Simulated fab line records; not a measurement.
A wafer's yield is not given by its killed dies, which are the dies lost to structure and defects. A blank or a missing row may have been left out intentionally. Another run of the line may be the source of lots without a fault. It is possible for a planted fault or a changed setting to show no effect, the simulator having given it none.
Comparing a struck lot with a sound one + flow berkeley-cmos170 + 14 steps out of a route of 331
Sound: the wafers L549.2, L549.4, L549.5. Struck: wafers L561.1, L561.4, L561.5. The cause comes at the end.
For every step that has rows: the tool of each side, followed by ch and its chambers, followed by its first start. Under that, the readings that differ: sound wafers + struck wafers + difference of the means + sigmas: that difference in standard deviations of wafers without a fault.
alike: readings whose means differ by less than 2 such deviations, and words and numbers that are the same on both sides. not compared: withheld readings, readings that some wafer has no value for, bounds like >300 that may hide the same value, and numbers for which the record gives no deviation and whose values overlap.
The two part at a step that has a row with sigmas, a row that says differs or no value, or rows on one side only. Numbers that have no deviation but don't overlap get no sigmas and don't part them. Lack of a reading on every wafer of one side parts them only where that side has two or more wafers.

UCB170_ZERO_STRIP_07: strips in O2.
  sound on plasma-asher-02 ch 0,1, day 2 16:56; struck on plasma-asher-01 ch 0, day 5 05:46
  alike: chamber-pressure-mTorr, drypump-motor-current-A, oes-product-au, strip-time-to-endpoint-s
  not compared: rf-hours-counter-h
then, 2 steps without rows for these wafers: UCB170_NWELL_WET_ETCH_00 (etches SiO2 in dHF, time 200 s); UCB170_NWELL_OXIDATION_01 (target thk 26.4 nm, ox time 1260 s).
UCB170_NWELL_THK_MEAS_02:
  sound on film-metro-03, day 2 23:52; struck on film-metro-02, day 5 09:50
| reading              | sound          | struck         | difference | sigmas |
|----------------------|----------------|----------------|------------|--------|
| NWELL_OXIDE_THK (nm) | 25.7 25.8 25.9 | 27.1 27.1 27.2 | +1.3       | +3     |
then, 2 steps without rows for these wafers: UCB170_NWELL_ANNEAL_03 (time 900 s); UCB170_NWELL_CVD_04 (deposits Si3N4 from SiH2Cl2/NH3, target thk 224 nm, time 3360 s).
UCB170_NWELL_THK_MEAS_05:
  sound on film-metro-03, day 3 07:50; struck on film-metro-04, day 5 16:56
  alike: NWELL_NITRIDE_THK
then, 5 steps without rows for these wafers: UCB170_NWELL_HMDS_06 (prime time 60 s); UCB170_NWELL_COAT_07 (resist thk 900 nm); UCB170_NWELL_SOFTBAKE_08 (time 60 s); UCB170_NWELL_EXPOSE_09 (exposes mask NWELL, target cd 3000 nm); UCB170_NWELL_PEB_10.
UCB170_NWELL_DEVELOP_11: develop time 45 s.
  struck on litho-track-02, day 5 18:00; sound on litho-track-01 ch 0, day 3 09:00
  no value came back on the struck wafers for chill-plate-temp-C (C), develop-time-s (s); on the sound wafers chill-plate-temp-C (C) reads 23.01 22.95 22.99
| reading                                | sound           | struck            | difference | sigmas |
|----------------------------------------|-----------------|-------------------|------------|--------|
| model.KrF_of_NWELL_COAT_07.thk-nm (nm) | 884.6 884.6 884 | 898.1 894.6 901.3 | +13.6      |        |
UCB170_NWELL_OVL_MEAS_12:
  sound on overlay-02, day 3 09:11; struck on overlay-01, day 5 18:39
| reading        | sound    | struck | difference                    | sigmas |
|----------------|----------|--------|-------------------------------|--------|
| NWELL_OVL (nm) | -5 -4 -7 | - - -  | no value on the struck wafers |        |

== WHERE THEY PART ==
Earliest at UCB170_NWELL_THK_MEAS_02; latest, in this record, at UCB170_NWELL_OVL_MEAS_12.

WHY: what had been put in by the simulator
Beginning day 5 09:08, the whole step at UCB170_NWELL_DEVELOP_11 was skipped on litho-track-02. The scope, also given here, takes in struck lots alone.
